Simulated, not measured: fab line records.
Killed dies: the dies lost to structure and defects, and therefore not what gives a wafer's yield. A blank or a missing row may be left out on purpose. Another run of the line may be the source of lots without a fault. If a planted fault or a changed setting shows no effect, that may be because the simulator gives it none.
Comparing a struck lot with a sound one	flow rit_cmos	17 out of 202 route steps
Sound: the wafers L695.2, L695.3, L695.5. Wafers L709.3, L709.5, L709.6 were the ones struck. The cause is given at the end.
At each step with rows: each side's tool, then ch and its chambers, then its first start. Under that, the readings that differ: sound wafers	struck wafers	difference of the means	sigmas: that difference in standard deviations of wafers without a fault.
alike: a reading whose means differ by less than 2 such deviations, as well as words and numbers matching on both sides. not compared: withheld readings; readings where some wafer has no value; bounds like >300 that might hide an equal value; numbers whose values overlap and for which the record gives no deviation.
The two part at a step that has a row with sigmas, a row that says differs or no value, or rows on one side only. When numbers do not overlap yet have no deviation, they are printed without sigmas and do not part them. A reading that every wafer of one side lacks parts them only if that side has two wafers or more.

first, 1 step without rows for these wafers: RIT_PRETRO_DEVELOP_05 (develop time 68 s).
RIT_PRETRO_OVL_MEAS_06:
  sound: overlay-02 at day 2 09:34; struck: overlay-01 at day 5 12:14
reading	sound	struck	difference	sigmas
PRETRO_OVL (nm)	-3.7 -3.0 -4.0	-0.6 0.7 0.5	+3.8	+3
then, 2 steps without rows for these wafers: RIT_PRETRO_HARDBAKE_07 (time 120 s); RIT_PRETRO_IMPLANT_08.
RIT_PRETRO_STRIP_09: strips in O2, time 180 s.
  sound on plasma_asher-03 ch 0,1, day 2 09:59; struck on plasma_asher-04 ch 0,1, day 5 12:43
  alike: drypump_motor_current_A, o2_flow_sccm
  not compared: rf_hours_counter_h
RIT_PRETRO_TW_MEAS_10:
  sound: film_metro-01 at day 2 10:10; struck: film_metro-03 at day 5 12:52
reading	sound	struck	difference	sigmas
PRETRO_TW	487 486 486	478 474 475	-11	-2
then, 5 steps without rows for these wafers: RIT_GATE_WET_ETCH_00 (etches SiO2 in BOE, target depth 56 nm, time 60 s); RIT_GATE_CLEAN_01 (cleans in SC1, time 600 s); RIT_GATE_CLEAN_02 (cleans in dHF, time 30 s); RIT_GATE_CLEAN_03 (cleans in SC2, time 600 s); RIT_GATE_CLEAN_04 (cleans in dHF, time 60 s).
RIT_FOX2_THK_MEAS_91:
  sound: film_metro-03 at day 2 10:39; struck: film_metro-02 at day 5 13:20
  alike: FIELD_OXIDE_LEFT_2_THK
RIT_GATE_OXIDATION_05: target thk 3 nm, ox time 270 s.
  sound on furnace-01 ch 0, day 2 10:42; struck on furnace-03 ch 0, day 5 14:19
reading	sound	struck	difference	sigmas
spike_tc_centre_C (C)	902.5 903.2 902.7	924.5 926.1 922.1	+21.4	+18
spike_tc_load_C (C)	925.1 925.0 923.9	942.7 942.7 942.3	+17.9	+9
spike_tc_source_C (C)	924.7 924.5 922.9	941.9 943.2 945.0	+19.3	+16
tube_center_temp_C (C)	899.86 899.87 899.99	920.2 919.99 920.12	+20.2	+99 or more
tube_center_temp_C_max	901.9 902.2 902.0	922.3 922.0 922.1	+20.1	+52
model.SiO2_of_GATE_OXIDATION_05.thk_nm (nm)	2.995 2.962 2.955	3.761 3.756 3.837	+0.814	
then, 1 step without rows for these wafers: RIT_GATE_ANNEAL_06 (time 600 s).
RIT_GATE_THK_MEAS_07:
  sound: film_metro-03 at day 2 12:02; struck: film_metro-03 at day 5 18:37
reading	sound	struck	difference	sigmas
GATE_OXIDE_THK (nm)	2.97 2.93 2.96	3.77 3.80 3.81	+0.84	+13
then, 1 step without rows for these wafers: RIT_GATE_CVD_08 (deposits poly-Si from SiH4, target thk 250 nm, time 2220 s).
RIT_M1_PROBE_99:
  sound: prober-02 at day 3 11:13; struck: prober-02 at day 6 19:27
reading	sound	struck	difference	sigmas
model.etest.pmos_0p3.r_on_ohm_um	6404 6302 6327	7570 7574 7686	+1266	
model.etest.pmos_turned.r_on_ohm_um	3553 3529 3582	3946 3913 3922	+372	
model.etest.pmos_0p15.r_on_ohm_um	2827 2825 2822	3258 3163 3184	+377	
model.etest.nmos_0p3.r_on_ohm_um	2225 2192 2203	2593 2565 2601	+380	
model.etest.nmos_0p15.r_on_ohm_um	1140 1162 1158	1274 1245 1272	+110	
model.etest.nmos_0p15.drive_ua_um	454.3 462.3 463	362 368.3 364.1	-95	
model.etest.nmos_0p3.drive_ua_um	214.1 221.8 222.1	160.4 160.8 158.9	-59.3	
model.etest.nmos_narrow.drive_ua_um	211.9 216.8 219	152 154.4 149	-64	
  alike: killed_at_contacts, killed_at_front_end, killed_dies, killed_open, killed_short

WHERE THEY PART
Last at RIT_GATE_THK_MEAS_07 as far as this record goes, first at RIT_PRETRO_OVL_MEAS_06. Later steps at which nothing parts them and some readings are alike: RIT_M1_PROBE_99.

WHY: what had been put in by the simulator
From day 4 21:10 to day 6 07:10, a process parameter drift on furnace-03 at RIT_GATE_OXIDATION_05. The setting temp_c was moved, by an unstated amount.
